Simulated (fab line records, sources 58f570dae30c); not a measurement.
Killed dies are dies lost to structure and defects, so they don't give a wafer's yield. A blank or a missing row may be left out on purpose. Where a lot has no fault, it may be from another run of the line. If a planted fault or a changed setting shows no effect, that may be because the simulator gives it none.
Which tool is to blame? + flow berkeley_cmos170 + Sampling: 14 lots, 42 wafers, 5 of 331 route steps

## WHAT THE GAUGES READ, wafer by wafer
UCB170_WELLDRIVE_THK_MEAS_02.
| lot  | measured    | on            | WELLDRIVE_OXIDE_THK (nm) |
|------|-------------|---------------|--------------------------|
| L404 | day 3 14:08 | film_metro-02 | 200 198 201              |
| L405 | day 3 14:08 | film_metro-03 | 200 198 202              |
| L407 | day 4 05:58 | film_metro-03 | 200 199 199              |
| L408 | day 4 05:59 | film_metro-02 | 200 204 203              |
| L409 | day 4 10:25 | film_metro-04 | 200 197 194              |
| L411 | day 5 00:43 | film_metro-02 | 200 203 201              |
| L413 | day 5 08:26 | film_metro-04 | 196 193 200              |
| L416 | day 5 23:29 | film_metro-02 | 199 200 199              |
| L417 | day 6 06:32 | film_metro-02 | 200 200 201              |
| L419 | day 6 15:18 | film_metro-03 | 198 195 195              |
| L422 | day 7 04:50 | film_metro-02 | 200 198 197              |
| L425 | day 7 19:51 | film_metro-02 | 201 197 201              |
| L426 | day 8 07:41 | film_metro-04 | 198 200 197              |
| L427 | day 8 12:49 | film_metro-04 | 199 199 199              |

UCB170_PVT_TW_MEAS_09.
| lot  | measured     | on            | PVT_TW      |
|------|--------------|---------------|-------------|
| L404 | day 5 13:11  | film_metro-02 | 516 514 518 |
| L405 | day 5 12:57  | film_metro-01 | 496 498 499 |
| L407 | day 6 11:14  | film_metro-02 | 514 515 514 |
| L408 | day 6 10:47  | film_metro-04 | 511 511 511 |
| L409 | day 6 11:00  | film_metro-01 | 508 505 507 |
| L411 | day 7 09:23  | film_metro-04 | 510 509 510 |
| L413 | day 7 17:12  | film_metro-02 | 515 517 516 |
| L416 | day 7 22:56  | film_metro-01 | 501 502 501 |
| L417 | day 8 11:18  | film_metro-02 | 530 529 530 |
| L419 | day 8 10:55  | film_metro-04 | 509 509 511 |
| L422 | day 9 08:32  | film_metro-02 | 524 529 528 |
| L425 | day 10 04:14 | film_metro-02 | 508 508 510 |
| L426 | day 10 13:58 | film_metro-01 | 504 502 503 |
| L427 | day 10 22:07 | film_metro-01 | 504 501 499 |

UCB170_GATE_CD_MEAS_90: target cd 350 nm.
| lot  | measured     | on        | cd_nm (nm)        |
|------|--------------|-----------|-------------------|
| L404 | day 5 23:01  | cd_sem-02 | 348.8 348.6 348.7 |
| L405 | day 5 23:08  | cd_sem-02 | 349.2 349.9 349.9 |
| L407 | day 6 23:53  | cd_sem-01 | 352.8 353.4 352.8 |
| L408 | day 6 23:34  | cd_sem-02 | 347.5 347.6 349.0 |
| L409 | day 7 00:11  | cd_sem-01 | 350.1 349.9 349.5 |
| L411 | day 8 00:17  | cd_sem-02 | 348.3 349.2 350.7 |
| L413 | day 8 05:14  | cd_sem-01 | 353.4 354.6 353.5 |
| L416 | day 8 09:17  | cd_sem-01 | 349.4 349.5 349.7 |
| L417 | day 9 01:50  | cd_sem-02 | 351.2 351.9 349.6 |
| L419 | day 9 01:56  | cd_sem-01 | 350.4 349.3 349.6 |
| L422 | day 10 01:39 | cd_sem-01 | 347.4 349.7 350.1 |
| L425 | day 10 17:02 | cd_sem-01 | 351.3 351.7 351.0 |
| L426 | day 11 06:34 | cd_sem-01 | 351.4 349.0 348.2 |
| L427 | day 11 12:25 | cd_sem-01 | 347.9 348.9 347.6 |

## WHICH TOOL RAN EACH LOT (tool, then ch and the chambers of the sampled wafers, then the start)
| lot  | UCB170_PVT_IMPLANT_07           | UCB170_GATE_ETCH_14                |
|------|---------------------------------|------------------------------------|
| L404 | implanter-03 ch 0, day 5 12:56  | rie_diel-01 ch 0,1,2, day 5 22:47  |
| L405 | implanter-02 ch 0, day 5 12:42  | rie_diel-03 ch 0,1,3, day 5 22:50  |
| L407 | implanter-03 ch 0, day 6 10:59  | rie_diel-03 ch 0,2, day 6 23:42    |
| L408 | implanter-04 ch 0, day 6 10:34  | rie_diel-01 ch 0,3, day 6 23:20    |
| L409 | implanter-02 ch 0, day 6 10:45  | rie_diel-04 ch 1,3, day 6 23:58    |
| L411 | implanter-02 ch 0, day 7 09:08  | rie_diel-01 ch 2,3, day 8 00:05    |
| L413 | implanter-04 ch 0, day 7 16:59  | rie_diel-03 ch 1,2,3, day 8 05:00  |
| L416 | implanter-03 ch 0, day 7 22:42  | rie_diel-03 ch 0,2,3, day 8 09:04  |
| L417 | implanter-03 ch 0, day 8 11:04  | rie_diel-03 ch 2,3, day 9 01:37    |
| L419 | implanter-04 ch 0, day 8 10:40  | rie_diel-01 ch 0,1,3, day 9 01:44  |
| L422 | implanter-03 ch 0, day 9 08:19  | rie_diel-03 ch 0,2,3, day 10 01:25 |
| L425 | implanter-02 ch 0, day 10 03:59 | rie_diel-04 ch 0,1,3, day 10 16:48 |
| L426 | implanter-04 ch 0, day 10 13:43 | rie_diel-04 ch 0,1, day 11 06:22   |
| L427 | implanter-02 ch 0, day 10 21:53 | rie_diel-01 ch 1,2,3, day 11 12:11 |
- UCB170_PVT_IMPLANT_07
- UCB170_GATE_ETCH_14: etches BARC in N2/H2.

## AS READ BY THE TOOLS THEMSELVES (means over the sampled wafers that have a number; for cases with no such wafer, the mark the record gives instead)
UCB170_PVT_IMPLANT_07.
| lot  | tool         | beam_energy_keV | faraday_current_uA | tilt_deg (degrees) |
|------|--------------|-----------------|--------------------|--------------------|
| L404 | implanter-03 | 29.994          | 6.37               | 6.991              |
| L405 | implanter-02 | 29.999          | 6.31               | 6.985              |
| L407 | implanter-03 | 29.993          | 6.30               | 6.982              |
| L408 | implanter-04 | 29.986          | 6.41               | 6.985              |
| L409 | implanter-02 | 29.983          | 6.32               | 7.008              |
| L411 | implanter-02 | 29.991          | 6.36               | 6.974              |
| L413 | implanter-04 | 30.012          | 6.38               | 6.994              |
| L416 | implanter-03 | 29.996          | 6.24               | 6.991              |
| L417 | implanter-03 | 33.308          | 6.33               | 7.001              |
| L419 | implanter-04 | 30.001          | 6.44               | 6.997              |
| L422 | implanter-03 | 33.303          | 6.46               | 7.008              |
| L425 | implanter-02 | 30.006          | 6.29               | 6.995              |
| L426 | implanter-04 | 30.002          | 6.44               | 7.014              |
| L427 | implanter-02 | 30.005          | 6.29               | 6.977              |

UCB170_GATE_ETCH_14.
| lot  | tool        | drypump_motor_current_A (A) | oes_product_au (a.u.) | rf_fwd_power_W (W) | throttle_valve_pct (%) |
|------|-------------|-----------------------------|-----------------------|--------------------|------------------------|
| L404 | rie_diel-01 | 5.8                         | 0.998                 | 494.0              | 13.18                  |
| L405 | rie_diel-03 | 5.7                         | 0.996                 | 494.4              | 13.32                  |
| L407 | rie_diel-03 | 6.0                         | 0.995                 | 495.5              | 13.33                  |
| L408 | rie_diel-01 | 5.3                         | 0.996                 | 496.8              | 13.36                  |
| L409 | rie_diel-04 | 5.9                         | 1.001                 | 494.5              | 13.51                  |
| L411 | rie_diel-01 | 5.4                         | 0.997                 | 495.0              | 13.29                  |
| L413 | rie_diel-03 | 5.6                         | 0.992                 | 496.2              | 13.31                  |
| L416 | rie_diel-03 | 5.8                         | 1.001                 | 494.8              | 13.28                  |
| L417 | rie_diel-03 | 5.5                         | 1.004                 | 496.8              | 13.23                  |
| L419 | rie_diel-01 | 5.5                         | 0.995                 | 497.4              | 13.22                  |
| L422 | rie_diel-03 | 5.8                         | 1.000                 | 494.2              | 13.29                  |
| L425 | rie_diel-04 | 6.0                         | 0.996                 | 496.7              | 13.51                  |
| L426 | rie_diel-04 | 5.8                         | 0.991                 | 497.1              | 13.52                  |
| L427 | rie_diel-01 | 5.6                         | 1.001                 | 495.0              | 13.19                  |

## THE ANSWER, worked out from the rows above alone
Rule: the lots themselves supply what counts as usual. The widest of any qualifying gaps counts: lots, ordered by their means at a reading, are off when they make up no more than a third of the lots, leave a main group of 4 or more, and stand apart from it by 3 or more times the standard deviation of that group's means. A main group whose means are all the same, to the digits that the tables above print for the reading, isn't used. A lot without any number at a reading at which 4 lots or more have one is off too. All remaining lots with rows at the step are treated as sound. First the gauges in route order, then the tools' own readings, where a lot's mean is used as printed above. The first step at which some lot is off is used, and at that step the reading that is off furthest; a lot without a number counts as furthest.
Off, at UCB170_PVT_IMPLANT_07 on beam_energy_keV: L417, L422. Main group: mean 29.997, sd 0.0081.
If a tool, at that step or one of the process steps before it, ran each lot that is off and ran no sound lot following the first of them, it fits. One fits: implanter-03 at UCB170_PVT_IMPLANT_07. A fault onset in the window from L416 (day 7 22:42, its last sound lot) to L417 (day 8 11:04, its first lot off) fits.
On the lots that are off, the tool's own readings at UCB170_PVT_IMPLANT_07 differ by more than 5 times the standard deviation of the sound lots' means, which bears it out; beam_energy_keV reads 33.305 there versus 29.997 on the sound lots.

## WHAT WAS PUT IN BY THE SIMULATOR
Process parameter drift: implanter-03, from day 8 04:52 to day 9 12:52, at UCB170_PVT_IMPLANT_07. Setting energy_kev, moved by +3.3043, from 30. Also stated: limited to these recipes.
Struck lots among those shown: L417, L422. Same finding as the rule above.
